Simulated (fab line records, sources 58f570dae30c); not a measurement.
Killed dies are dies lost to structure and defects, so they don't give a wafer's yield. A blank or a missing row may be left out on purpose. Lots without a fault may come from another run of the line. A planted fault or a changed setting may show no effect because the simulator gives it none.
A struck lot beside a sound one | flow berkeley_cmos170 | 19 steps out of a route of 331
Sound: wafers L268.1, L268.2, L268.3. Struck: wafers L256.1, L256.3, L256.5. The cause comes at the end.
At each step with rows: each side's tool, then ch and its chambers, then its first start. Under that, the readings that differ: sound wafers | struck wafers | difference of the means | sigmas: that difference in standard deviations of wafers without a fault.
alike: readings whose means differ by less than 2 such deviations, and words and numbers that are the same on both sides. not compared: withheld readings, readings that some wafer has no value for, bounds like >300 that may hide the same value, and numbers for which the record gives no deviation and whose values overlap.
The two part at a step that has a row with sigmas, a row that says differs or no value, or rows on one side only. Numbers that don't overlap but have no deviation are shown without sigmas and don't part them. A reading that every wafer of one side lacks parts them only if that side has two wafers or more.

UCB170_M1_STRIP_13: strips in O2.
  sound on plasma_asher-02 ch 0,1, day 10 00:01; struck on plasma_asher-02 ch 0,1, day 7 18:20
  alike: drypump_motor_current_A, oes_product_au
  not compared: rf_hours_counter_h
UCB170_M1_CD_MEAS_90: target cd 700 nm.
  sound on cd_sem-02, day 10 00:07; struck on cd_sem-01, day 7 18:26
  alike: cd_nm
then, 1 step without rows for these wafers: UCB170_M1_ANNEAL_14 (time 1200 s).
UCB170_V1_CVD_00: deposits SiO2 from TEOS/O2, target thk 2000 nm, time 250 s.
  sound on pecvd-04 ch 0,1,2, day 10 05:24; struck on pecvd-04 ch 1,2, day 7 20:44
  alike: heater_power_w, pressure_mtorr
UCB170_V1_THK_MEAS_01:
  sound on film_metro-01, day 10 05:34; struck on film_metro-03, day 7 20:54
  alike: V1_TEOS_THK
UCB170_V1_CMP_02: polishes SiO2.
  sound on cmp-01 ch 0,1,3, day 10 05:55; struck on cmp-02 ch 1,2,3, day 7 20:58
  alike: motor_current_A
UCB170_V1_BOW_MEAS_03:
  sound on film_metro-01, day 10 06:13; struck on film_metro-04, day 7 21:16
  alike: V1_BOW
UCB170_V1_THK_MEAS_04:
  sound on film_metro-01, day 10 06:20; struck on film_metro-04, day 7 21:23
  alike: V1_POLISHED_THK
then, 4 steps without rows for these wafers: UCB170_V1_CLEAN_05 (cleans in DIW); UCB170_V1_HMDS_06 (prime time 60 s); UCB170_V1_COAT_07 (resist thk 900 nm); UCB170_V1_SOFTBAKE_08 (time 60 s).
UCB170_V1_EXPOSE_09: exposes mask VIA1, target cd 700 nm.
  sound on krf_scanner-01 ch 0, day 10 07:13; struck on krf_scanner-02 ch 0, day 7 22:55
  reading                    | sound             | struck            | difference | sigmas
  model.V1.overlay_x_nm (nm) | 2.211 2.211 2.211 | 85.12 85.12 85.12 | +82.91     |
  alike: mask
then, 2 steps without rows for these wafers: UCB170_V1_PEB_10; UCB170_V1_DEVELOP_11 (develop time 45 s).
UCB170_V1_CD_MEAS_12: target cd 700 nm.
  sound on cd_sem-01, day 10 07:37; struck on cd_sem-02, day 7 23:42
  alike: cd_nm
UCB170_V1_OVL_MEAS_13:
  sound on overlay-01, day 10 07:44; struck on overlay-02, day 7 23:49
  reading     | sound  | struck   | difference | sigmas
  V1_OVL (nm) | 2 6 13 | 92 87 90 | +83        | +15
UCB170_V1_ETCH_14: etches SiO2 in CHF3/CF4/Ar, stops on Al, target depth 1250 nm, time 291 s.
  sound on rie_diel-03 ch 0,1,3, day 10 07:46; struck on rie_diel-03 ch 1,2, day 7 23:52
  alike: drypump_motor_current_A, oes_product_au, throttle_valve_pct
  not compared: rf_hours_counter_h
UCB170_M3_PROBE_99:
  the record has rows for the sound wafers here (prober-02, day 10 17:52) and none for the struck ones

WHERE THEY PART
First at UCB170_V1_OVL_MEAS_13; last, within this record, at UCB170_M3_PROBE_99.

WHY: what the simulator had put in
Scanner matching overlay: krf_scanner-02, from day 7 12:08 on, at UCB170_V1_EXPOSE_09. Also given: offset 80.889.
